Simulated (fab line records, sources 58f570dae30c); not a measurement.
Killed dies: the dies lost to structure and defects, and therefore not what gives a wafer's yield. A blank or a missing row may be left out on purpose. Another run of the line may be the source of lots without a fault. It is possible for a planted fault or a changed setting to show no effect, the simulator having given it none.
fab line records | flow berkeleyCmos170
record lots=14 | wafers=42 | lastDay=13
route steps=331 shown PWELL@36
lots that met no fault: from a run of the same line without faults
startH: hours from the record's first day to the start of the lot's first wafer shown | waitH: time in hours since the lot's previous step | " repeats the value in the row above | L1.1+2: a single row standing in for several wafers | - no value, or no start given | * or withheld: withheld | < > ~ a bound
route shown NAME@n: NAME is a module with steps in the file, n the number in the route of the first one | usual: mean/standard deviation of fault-free wafers | same: alike in all rows | chamber/n: place in a boat | sites: the reading at each site | _std_site: standard deviation across them | _edge_site: inner sites' mean taken away from outer sites' mean | radiusMm: how far each site lies from the wafer's centre | mask NAME#n: copy n | behind: the most recent tool/chamber to have shaped the wafer | hold: why the lot went on hold/how many hours it stayed there/how the hold came to an end | device: the n, p or np transistor that did not switch | end of line: tests of these same wafers at the route's end | where a step has no rows: the recipe by itself | killed: dies lost to structure and defects at the first sort, not the wafer's yield | map: the dies of a wafer, with x for killed, . for not killed, _ for no die there
set.NAME: the run value of the setting; set.NAME@STEP: its run value at that earlier step | model.NAME: the simulator's own value behind a step, which no gauge read
the route's steps for a sample of lots (tables are steps, rows are wafers)
services: when a tool's chamber went out of use (startH, in hours from the record's first day, below 0 if earlier), for how many hours, and the reason
## steps
# step UCB170_PWELL_OXIDATION_02
# recipe tempC=1000 | ambient=O2 | targetThkA=264 | oxTimeS=1260
# usual oxTempCMax=1006.9/2.3
# same oxTimeS=1260
lot.wafer | tool       | chamber | startH | waitH | oxTempCMax
L262.2    | furnace-04 | 0       | 41.52  | 3.2   | 1004.1
L262.3    | "          | 0       | "      | "     | 1004.9
L262.6    | "          | 0       | "      | "     | 1004.5
L264.1    | furnace-01 | 0       | 54.56  | 3.3   | 1006.9
L264.4    | "          | 0       | "      | "     | 1008.5
L264.5    | "          | 0       | "      | "     | 1011.1
L265.3    | furnace-04 | 0       | 61.56  | 5.2   | 1003.0
L265.5    | "          | 0       | "      | "     | 1003.7
L265.6    | "          | 0       | "      | "     | 1003.2
L266.1    | furnace-04 | 0       | 61.56  | 5.2   | 1004.3
L266.2    | "          | 0       | "      | "     | 1003.7
L266.5    | "          | 0       | "      | "     | 1003.7
L267.1    | furnace-02 | 0       | 68.82  | 3.8   | 1011.9
L267.2    | "          | 0       | "      | "     | 1010.2
L267.4    | "          | 0       | "      | "     | 1006.4
L269.1    | furnace-04 | 0       | 76.57  | 4.4   | 1003.4
L269.2    | "          | 0       | "      | "     | 1003.9
L269.4    | "          | 0       | "      | "     | 1003.9
L270.2    | furnace-01 | 0       | 86.49  | 4.8   | 1008.7
L270.3    | "          | 0       | "      | "     | 1010.6
L270.4    | "          | 0       | "      | "     | 1010.8
L271.2    | furnace-02 | 0       | 96.12  | 3.7   | 1008.0
L271.3    | "          | 0       | "      | "     | 1007.8
L271.5    | "          | 0       | "      | "     | 1007.3
L271.2    | furnace-02 | 0       | 99.13  | 1.7   | 1006.5
L271.3    | "          | 0       | "      | "     | 1006.3
L271.5    | "          | 0       | "      | "     | 1009.7
L273.1    | furnace-02 | 0       | 107.32 | 4.9   | 1007.2
L273.2    | "          | 0       | "      | "     | 1008.0
L273.5    | "          | 0       | "      | "     | 1008.3
L273.1    | furnace-02 | 0       | 110.17 | 1.5   | 1008.5
L273.2    | "          | 0       | "      | "     | 1008.8
L273.5    | "          | 0       | "      | "     | 1007.5
L274.1    | furnace-02 | 0       | 107.32 | 0.8   | 1006.2
L274.2    | "          | 0       | "      | "     | 1007.7
L274.4    | "          | 0       | "      | "     | 1007.0
L282.1    | furnace-04 | 0       | 149.64 | 4.5   | 1004.8
L282.2    | "          | 0       | "      | "     | 1004.4
L282.4    | "          | 0       | "      | "     | 1004.4
L283.1    | furnace-02 | 0       | 155.45 | 3.2   | 1007.5
L283.2    | "          | 0       | "      | "     | 1007.9
L283.5    | "          | 0       | "      | "     | 1007.1
L284.2    | furnace-02 | 0       | 155.45 | 5.4   | 1008.6
L284.4    | "          | 0       | "      | "     | 1008.7
L284.5    | "          | 0       | "      | "     | 1006.6
L285.1    | furnace-01 | 0       | 165.78 | 5.2   | 1008.4
L285.2    | "          | 0       | "      | "     | 1009.1
L285.3    | "          | 0       | "      | "     | 1007.8
# step UCB170_PWELL_THK_MEAS_03
# recipe reads=SiO2_of_PWELL_OXIDATION_02
# usual PWELL_OXIDE_THK=26.3/0.44
lot.wafer | tool         | chamber | startH | waitH | PWELL_OXIDE_THK[nm]
L262.2    | filmMetro-01 | -       | 42.88  | 0.0   | 26.5
L262.3    | "            | -       | "      | "     | 25.8
L262.6    | "            | -       | "      | "     | 26.4
L264.1    | filmMetro-03 | -       | 55.91  | 0.0   | 26.8
L264.4    | "            | -       | "      | "     | 27.0
L264.5    | "            | -       | "      | "     | 27.3
L266.1    | filmMetro-02 | -       | 62.91  | 0.0   | 26.5
L266.2    | "            | -       | "      | "     | 26.5
L266.5    | "            | -       | "      | "     | 27.1
L265.3    | filmMetro-03 | -       | 62.93  | 0.0   | 26.5
L265.5    | "            | -       | "      | "     | 26.3
L265.6    | "            | -       | "      | "     | 26.3
L267.1    | filmMetro-03 | -       | 70.17  | 0.0   | 26.3
L267.2    | "            | -       | "      | "     | 26.0
L267.4    | "            | -       | "      | "     | 26.1
L269.1    | filmMetro-02 | -       | 77.92  | 0.0   | 26.1
L269.2    | "            | -       | "      | "     | 26.5
L269.4    | "            | -       | "      | "     | 26.3
L270.2    | filmMetro-01 | -       | 87.85  | 0.0   | 26.3
L270.3    | "            | -       | "      | "     | 26.0
L270.4    | "            | -       | "      | "     | 26.2
L271.2    | filmMetro-01 | -       | 100.55 | 0.1   | 39.1
L271.3    | "            | -       | "      | "     | 38.9
L271.5    | "            | -       | "      | "     | 38.8
L274.1    | filmMetro-01 | -       | 108.67 | 0.0   | 26.5
L274.2    | "            | -       | "      | "     | 27.2
L274.4    | "            | -       | "      | "     | 26.7
L273.1    | filmMetro-02 | -       | 111.52 | 0.0   | 38.7
L273.2    | "            | -       | "      | "     | 39.1
L273.5    | "            | -       | "      | "     | 38.4
L282.1    | filmMetro-01 | -       | 150.99 | 0.0   | 26.4
L282.2    | "            | -       | "      | "     | 26.8
L282.4    | "            | -       | "      | "     | 26.7
L283.1    | filmMetro-02 | -       | 156.80 | 0.0   | 26.4
L283.2    | "            | -       | "      | "     | 26.3
L283.5    | "            | -       | "      | "     | 26.4
L284.2    | filmMetro-01 | -       | 156.81 | 0.0   | 26.0
L284.4    | "            | -       | "      | "     | 26.0
L284.5    | "            | -       | "      | "     | 26.2
L285.1    | filmMetro-01 | -       | 167.13 | 0.0   | 26.5
L285.2    | "            | -       | "      | "     | 26.5
L285.3    | "            | -       | "      | "     | 27.0
## services
tool       | chamber | startH | hours | kind
furnace-02 | -       | 55.92  | 3.0   | pm
furnace-01 | -       | 71.78  | 2.5   | pm
furnace-01 | -       | 92.67  | 3.3   | pm
furnace-04 | -       | 157.66 | 2.8   | pm
furnace-02 | -       | 164.97 | 3.5   | pm
## key
firstSign step=UCB170_PWELL_OXIDATION_02 | reading=visit | direction=added
effect step=UCB170_PWELL_THK_MEAS_03 | reading=PWELL_OXIDE_THK | direction=up | sigmas=28 | usual=26.3 | struck=38.8
metAt UCB170_PWELL_OXIDATION_02
struckLots L271,L273
testerLeftOut L271,L273
fault kind=repeatedStepWhole | tool=furnace-01,furnace-02,furnace-04 | chamber=- | onsetH=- | steps=UCB170_PWELL_OXIDATION_02 | times=1 | scope=struckLotsOnly
# testerLeftOut: of these lots the tester's yield and bins aren't shown, on N5 and GAA mostly nor the transistor test; their killed dies are dies lost to structure and defects alone, not to doping, threshold or leakage, so they don't give the yield
